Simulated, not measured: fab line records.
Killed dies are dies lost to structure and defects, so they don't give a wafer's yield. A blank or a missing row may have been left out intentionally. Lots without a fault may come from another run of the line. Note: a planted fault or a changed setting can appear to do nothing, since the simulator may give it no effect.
A single fault, viewed from 2 desks -- flow rit-cmos -- every desk sees just its own numbers, and what lay behind them comes last

## FROM THE METROLOGY DESK
What the gauges read, lot by lot, whatever tool the lot ran on: means of the sampled wafers that have a number. If a lot's mean is further than 4 standard deviations from the usual mean, the lot is out of limits and carries the mark OUT (the distance appears in the brackets).
Columns: A = PLDD_OVL at RIT_PLDD_OVL_MEAS_06, usual 0.0 nm; B = PLDD_TW at RIT_PLDD_TW_MEAS_10, usual 2345; C = SPACER_NITRIDE_THK at RIT_SPACER_THK_MEAS_04, usual 249.1 nm
lot,first seen here,A,B,C
L894,day 3 05:25,0.8,2338,251.8
L904,day 5 08:44,1.4,2339,243.3
L905,day 5 12:50,-1.2,2342,246.9
L907,day 5 22:35,1.2,2328,247.7
L912,day 7 02:09,-0.6,2347,247.6
This desk's verdict: no lot among the 5 shows anything out of limits.

## DESK OF THE TOOL OWNER: lpcvd-02
The tool's own readings at RIT_SPACER_CVD_03 (deposits Si3N4 from SiH2Cl2/NH3, target thk 250 nm, time 3300 s): means of the sampled wafers that have a number, for each lot that ran on this tool. If a lot's mean is further than 4 standard deviations from the usual mean, the lot is out of limits and carries the mark OUT (the distance appears in the brackets).
Columns: A = spike-tc-load-C at RIT_SPACER_CVD_03, usual 832.9 C; B = susceptor-temp-C at RIT_SPACER_CVD_03, usual 809.9 C
lot,first seen here,A,B
L894,day 3 06:23,834.7,809.5
L904,day 5 09:44,829.8,809.8
L905,day 5 15:39,834.0,810.2
L907,day 6 01:33,834.0,809.7
L912,day 7 04:46,833.9,810.5
This desk's verdict: no lot among the 5 shows anything out of limits.

## BROUGHT TOGETHER
At the metrology desk, nothing out of limits was observed.
The tool owner's desk saw nothing out of limits.

## WHAT THE SIMULATOR HAD PUT IN
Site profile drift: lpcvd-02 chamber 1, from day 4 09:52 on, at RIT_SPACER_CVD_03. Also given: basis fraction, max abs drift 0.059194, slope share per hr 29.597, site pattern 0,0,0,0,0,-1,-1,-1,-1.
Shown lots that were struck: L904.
